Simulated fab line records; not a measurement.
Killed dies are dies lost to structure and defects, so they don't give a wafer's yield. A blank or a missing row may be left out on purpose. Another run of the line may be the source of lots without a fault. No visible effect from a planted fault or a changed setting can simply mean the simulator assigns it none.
8D (eight disciplines) problem report, filled in by code | flow ritCmos | the parts of the form that need people (team, actions taken, sign-off) are left out

## 1. WHAT IS WRONG
tiltDeg at RIT_NSD_IMPLANT_08 reads a mean of 6.593 degrees on 6 wafers of 2 lots; wafers without a fault read 7.000 degrees with a standard deviation of 0.02. Relative to the usual mean, that is a shift of -20 standard deviations.
Earliest sighting: wafer L694.1 on implanter-02 at day 6 20:24. The record holds 42 wafers of 14 lots with a number at this step. By rule, "out" or "out of limits" means more than 4 standard deviations away from the usual mean. The other wafers with a number count as sound.

## 2. WHAT IT IS, AND WHAT IT ISN'T
question                    | is                     | is not
which readings at this step | tiltDeg                | beamOnS
which lots                  | L694, L695             | L677, L680, L681, L682, L683, L684, L685, L686, L687, L688, L690, L700
which wafers of those lots  | all that have a number | -
read on which tools         | implanter-02           | implanter-03, implanter-04
when                        | from day 6 20:24       | up to then (33 sound wafers); but 3 sound wafers of L700 came after

## 3. THE SUSPECTS, EACH WITH WHAT RULES IT OUT
Counting: a tool stays on the suspect list if, at a process step up to the reading, it processed all lots that are out and no sound lot following the first of them.
- implanter-02 at RIT_NSD_IMPLANT_08: kept. Every lot that is out went through it, starting with L694 (day 6 20:24), and after that it ran no sound lot; the last sound lot it ran before then is L690 (day 5 22:52). Its own tiltDeg readings are out on those wafers.
The count leaves implanter-02 at RIT_NSD_IMPLANT_08.

## 4. THE CAUSE (what the simulator had put in)
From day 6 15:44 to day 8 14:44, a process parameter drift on implanter-02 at RIT_NSD_IMPLANT_08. From 7, the setting tiltDeg moved by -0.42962. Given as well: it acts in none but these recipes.
Counting left only this tool.

## 5. SEQUENCE OF EFFECTS, ordered by route
Rows list readings where the struck wafers' mean (over those with a number) sits beyond 3 standard deviations from the usual. Only readings for which the record gives a usual standard deviation are gone through. hours: the time from each lot's start at the first step in this table that gives one to its start at this step, as a median over the lots. sigmas: the change in usual standard deviations.
hours | step               | reading | usual         | on struck wafers | change | sigmas
0     | RIT_NSD_IMPLANT_08 | tiltDeg | 7.000 degrees | 6.593            | -0.407 | -20
The process steps in it:
- RIT_NSD_IMPLANT_08

## 6. WHAT WOULD HAVE CAUGHT IT SOONER
The fault began at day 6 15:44; the first out-of-limits reading in this record came at day 6 20:24, 5 hours later.
